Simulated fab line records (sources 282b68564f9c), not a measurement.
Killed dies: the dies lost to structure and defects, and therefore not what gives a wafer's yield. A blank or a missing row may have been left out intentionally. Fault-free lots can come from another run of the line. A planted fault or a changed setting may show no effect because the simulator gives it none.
fab line records + flow rit-cmos
[record]
- lots = 14
- wafers = 42
- last-day = 7
route steps=202 shown REOX@101 M1@202
lots untouched by any fault: they come from a run of this same line in which no faults occurred
start-h: start of the lot's first displayed wafer, in hours after the record's first day + wait-h: hours from the lot's prior step to this one + " repeats the value in the row above + L1.1+2: one row covering several wafers at once + - no value present, or no start provided + * or withheld: withheld + < > ~ a bound
route shown NAME@n: names a module that has steps shown in the file, with the first one's number in the route + usual: average and standard deviation across the fault-free wafers + same: alike in all rows + chamber/n: place in a boat + sites: per-site readings + _std_site: standard deviation of those values + _edge_site: the outer-site mean with the inner-site mean subtracted + radius-mm: for every site, how far away it sits from the centre of the wafer + mask NAME#n: copy n + behind: the most recent tool/chamber to have shaped the wafer + hold: cause of the lot's hold/its duration in hours/its outcome + device: transistor that didn't switch, given as n, p or np + end of line: the route-end tests of the same wafers + a step without rows: its recipe alone + killed: count of dies lost to structure and defects at first sort (not the wafer's yield) + map: per-die view of a wafer (x killed, . not killed, _ where there is no die)
set.NAME: the setting as run; set.NAME@STEP: as run at that earlier step + model.NAME: the simulator's own value behind a step, which no gauge read
the route's steps for a sample of lots (tables are steps, rows are wafers)
services: a tool's chamber out of use, with start hour (start-h, from the record's first day; less than 0 if before it), hours out, and reason
[[steps]]
[step RIT_REOX_OXIDATION_03]
[recipe]
- temp-c = 900
- ambient = O2
- target-thk-a = 252
- ox-time-s = 5580
[usual]
- ox-temp-c = 900.0/0.37
- spike-tc-centre-C = 903.9/1.6
- tube-center-temp-C = 900.01/0.082
- zone-power-source-pct = 26.5/1.5
| lot.wafer | tool       | chamber | start-h | wait-h | ox-temp-c | spike-tc-centre-C | tube-center-temp-C | zone-power-source-pct |
|-----------|------------|---------|---------|--------|-----------|-------------------|--------------------|-----------------------|
| L933.4    | furnace-04 | 0       | 38.65   | 0.0    | 899.3     | 902.3             | 900.01             | 28.0                  |
| L933.5    | "          | 0       | "       | "      | 900.0     | 904.3             | 899.97             | 28.4                  |
| L933.6    | "          | 0       | "       | "      | 899.7     | 903.4             | 900.02             | 27.8                  |
| L934.3    | furnace-02 | 0       | 45.26   | 0.0    | 899.9     | 901.4             | 899.88             | 27.4                  |
| L934.5    | "          | 0       | "       | "      | 900.4     | 902.4             | 900.11             | 26.9                  |
| L934.6    | "          | 0       | "       | "      | 900.3     | 901.4             | 900.13             | 27.4                  |
| L935.2    | furnace-03 | 0       | 48.63   | 0.2    | 900.2     | 904.4             | 900.03             | 24.7                  |
| L935.4    | "          | 0       | "       | "      | 900.0     | 904.8             | 900                | 24.9                  |
| L935.5    | "          | 0       | "       | "      | 900.1     | 904.5             | 900.01             | 24.6                  |
| L936.1    | furnace-03 | 0       | 52.81   | 0.0    | 900.7     | 904.7             | 899.99             | 24.6                  |
| L936.2    | "          | 0       | "       | "      | 900.1     | 906.4             | 900.12             | 24.3                  |
| L936.6    | "          | 0       | "       | "      | 900.7     | 905.2             | 900.08             | 24.9                  |
| L938.3    | furnace-03 | 0       | 63.48   | 0.4    | 899.8     | 905.4             | 899.98             | 24.9                  |
| L938.4    | "          | 0       | "       | "      | 901.1     | 904.8             | 900.1              | 24.5                  |
| L938.5    | "          | 0       | "       | "      | 899.9     | 904.1             | 899.96             | 24.5                  |
| L939.2    | furnace-04 | 0       | 67.51   | 0.0    | 900.1     | 903.9             | 899.94             | 27.8                  |
| L939.3    | "          | 0       | "       | "      | 900.3     | 905.2             | 900                | 28.0                  |
| L939.5    | "          | 0       | "       | "      | 899.6     | 904.5             | 899.86             | 28.3                  |
| L940.2    | furnace-03 | 0       | 72.82   | 0.0    | 899.9     | 903.0             | 900.03             | 24.6                  |
| L940.3    | "          | 0       | "       | "      | 900.2     | 905.0             | 899.97             | 24.3                  |
| L940.6    | "          | 0       | "       | "      | 900.2     | 905.8             | 900.02             | 24.2                  |
| L941.1    | furnace-02 | 0       | 79.28   | 0.0    | 900.4     | 902.1             | 900.15             | 27.4                  |
| L941.2    | "          | 0       | "       | "      | 900.0     | 902.1             | 899.92             | 27.9                  |
| L941.4    | "          | 0       | "       | "      | 900.3     | 903.0             | 900.06             | 26.9                  |
| L942.2    | furnace-04 | 0       | 83.55   | 0.1    | 899.7     | 905.0             | 900.13             | 28.4                  |
| L942.3    | "          | 0       | "       | "      | 899.7     | 904.4             | 900.06             | 27.6                  |
| L942.5    | "          | 0       | "       | "      | 900.3     | 903.3             | 899.86             | 28.1                  |
| L944.1    | furnace-02 | 0       | 92.73   | 0.7    | 900.4     | 901.3             | 900.03             | 27.7                  |
| L944.3    | "          | 0       | "       | "      | 900.6     | 901.8             | 900.01             | 27.1                  |
| L944.4    | "          | 0       | "       | "      | 900.0     | 902.9             | 900.05             | 27.2                  |
| L948.1    | furnace-03 | 0       | 117.05  | 0.4    | 899.9     | 903.5             | 899.85             | 24.3                  |
| L948.3    | "          | 0       | "       | "      | 900.4     | 905.7             | 900.02             | 24.5                  |
| L948.4    | "          | 0       | "       | "      | 899.9     | 905.4             | 900.01             | 24.3                  |
| L953.2    | furnace-03 | 0       | 142.14  | 0.0    | 900.0     | 905.8             | 899.93             | 24.5                  |
| L953.4    | "          | 0       | "       | "      | 899.6     | 906.4             | 900.25             | 25.0                  |
| L953.5    | "          | 0       | "       | "      | 899.2     | 905.9             | 900.03             | 24.9                  |
| L955.1    | furnace-03 | 0       | 147.29  | 0.0    | 899.8     | 905.4             | 900                | 24.7                  |
| L955.2    | "          | 0       | "       | "      | 900.4     | 903.6             | 899.95             | 24.7                  |
| L955.4    | "          | 0       | "       | "      | 900.2     | 904.3             | 900.03             | 24.8                  |
| L956.4    | furnace-04 | 0       | 153.71  | 0.0    | 900.0     | 902.0             | 900.13             | 28.4                  |
| L956.5    | "          | 0       | "       | "      | 900.5     | 904.0             | 900                | 28.0                  |
| L956.6    | "          | 0       | "       | "      | 899.9     | 904.2             | 899.97             | 28.1                  |
[step RIT_M1_PROBE_99]
[usual]
- killed-at-contacts = 0.1/0.25
- killed-at-front-end = 7.1/2.9
- killed-dies = 7.2/2.9
- killed-on-rim = 2.0/1.3
- killed-open = 3.6/1.9
- killed-short = 3.5/1.9
[same]
- gross-dies = 264
- killed_at_M0_to_M3 = 0
- killed_at_M4_up = 0
- killed-at-back-side = 0
- killed-at-other = 0
| lot.wafer | tool      | chamber | start-h | wait-h | killed-at-contacts | killed-at-front-end | killed-dies | killed-on-rim | killed-open | killed-short |
|-----------|-----------|---------|---------|--------|--------------------|---------------------|-------------|---------------|-------------|--------------|
| L933.4    | prober-02 | -       | 57.88   | 0.2    | 0                  | 6                   | 6           | 4             | 4           | 2            |
| L933.5    | prober-02 | -       | 57.93   | 0.2    | 0                  | 4                   | 4           | 3             | 4           | 0            |
| L933.6    | prober-02 | -       | 57.98   | 0.2    | 0                  | 7                   | 7           | 4             | 2           | 5            |
| L948.1    | prober-02 | -       | 138.00  | 0.1    | 0                  | 12                  | 12          | 5             | 6           | 6            |
| L948.3    | prober-02 | -       | 138.10  | 0.2    | 0                  | 10                  | 10          | 1             | 5           | 5            |
| L948.4    | prober-02 | -       | 138.15  | 0.2    | 0                  | 11                  | 11          | 5             | 5           | 6            |
| L953.2    | prober-01 | -       | 161.19  | 0.1    | 1                  | 180                 | 181         | 48            | 1           | 2            |
| L953.4    | prober-01 | -       | 161.29  | 0.2    | 0                  | 192                 | 192         | 47            | 4           | 3            |
| L953.5    | prober-01 | -       | 161.34  | 0.2    | 0                  | 167                 | 167         | 47            | 3           | 2            |
| L955.1    | prober-02 | -       | 167.98  | 0.1    | 0                  | 190                 | 190         | 48            | 2           | 1            |
| L955.2    | prober-02 | -       | 168.03  | 0.1    | 0                  | 180                 | 180         | 47            | 5           | 3            |
| L955.4    | prober-02 | -       | 168.13  | 0.2    | 0                  | 166                 | 166         | 44            | 0           | 1            |
// killed by level:class
L933.4 GATE:geometric-particle:short=2 REOX:geometric-particle:open=2 SPACER:geometric-particle:open=1 SILICIDE:geometric-particle:open=1
L933.5 GATE:geometric-particle:open=3 FOX2:geometric-particle:open=1
L933.6 SPACER:geometric-particle:short=3 GATE:geometric-particle:short=2 FOX2:geometric-particle:open=1 SPACER:geometric-particle:open=1
L948.1 REOX:geometric-particle:short=3 FOX2:geometric-particle:open=2 SPACER:geometric-particle:open=2 FOX1:geometric-particle:short=1 FOX1:geometric-particle:open=1 SPACER:geometric-particle:short=1 SILICIDE:geometric-particle:short=1 SILICIDE:geometric-particle:open=1
L948.3 REOX:geometric-particle:short=3 REOX:geometric-particle:open=3 GATE:geometric-particle:short=2 FOX1:geometric-particle:open=1 GATE:geometric-particle:open=1
L948.4 GATE:geometric-particle:short=3 REOX:geometric-particle:open=2 FOX1:geometric-particle:short=1 FOX2:geometric-particle:open=1 GATE:geometric-particle:open=1 REOX:geometric-particle:short=1 SPACER:geometric-particle:short=1 SPACER:geometric-particle:open=1
L953.2 REOX:unspecified=178 GATE:geometric-particle:short=1 SPACER:geometric-particle:open=1 CONTACT:geometric-particle:short=1
L953.4 REOX:unspecified=185 GATE:geometric-particle:open=3 REOX:geometric-particle:short=1 REOX:geometric-particle:open=1 SPACER:geometric-particle:short=1 SILICIDE:geometric-particle:short=1
L953.5 REOX:unspecified=162 SILICIDE:geometric-particle:open=2 GATE:geometric-particle:short=1 GATE:geometric-particle:open=1 SILICIDE:geometric-particle:short=1
L955.1 REOX:unspecified=187 GATE:geometric-particle:short=1 REOX:geometric-particle:open=1 SPACER:geometric-particle:open=1
L955.2 REOX:unspecified=172 GATE:geometric-particle:short=2 REOX:geometric-particle:open=2 FOX1:geometric-particle:open=1 FOX2:geometric-particle:open=1 FOX2:geometric-particle:short=1 SILICIDE:geometric-particle:open=1
L955.4 REOX:unspecified=165 GATE:geometric-particle:short=1
[[services]]
| tool       | chamber | start-h | hours | kind   |
|------------|---------|---------|-------|--------|
| furnace-04 | -       | 90.36   | 3.3   | pm     |
| furnace-04 | -       | 96.85   | 3.9   | pm     |
| furnace-03 | -       | 104.38  | 3.2   | pm     |
| furnace-04 | -       | 105.09  | 10.7  | pm     |
| furnace-03 | -       | 120.12  | 9.4   | repair |
[[key]]
[first-sign]
- step = RIT_M1_PROBE_99
- reading = killed-at-front-end
- direction = up
- sigmas = 59
- usual = 7.1
- struck = 179.2
[effect]
- step = RIT_M1_PROBE_99
- reading = killed-dies
- direction = up
- sigmas = 59
- usual = 7.2
- struck = 179.3
met-at RIT_REOX_OXIDATION_03
struck-lots L953,L955
tester-left-out L953,L955
onset-between 117.05 142.14
[fault]
- kind = chamber-particle-source
- tool = furnace-03
- chamber = -
- onset-h = 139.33
- steps = RIT_REOX_OXIDATION_03
- rate-per-visit-cm2 = 2.0736
- end-h = 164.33
// tester-left-out: of these lots the tester's yield and bins aren't shown, on N5 and GAA mostly nor the transistor test; their killed dies are dies lost to structure and defects alone, not to doping, threshold or leakage, so they don't give the yield
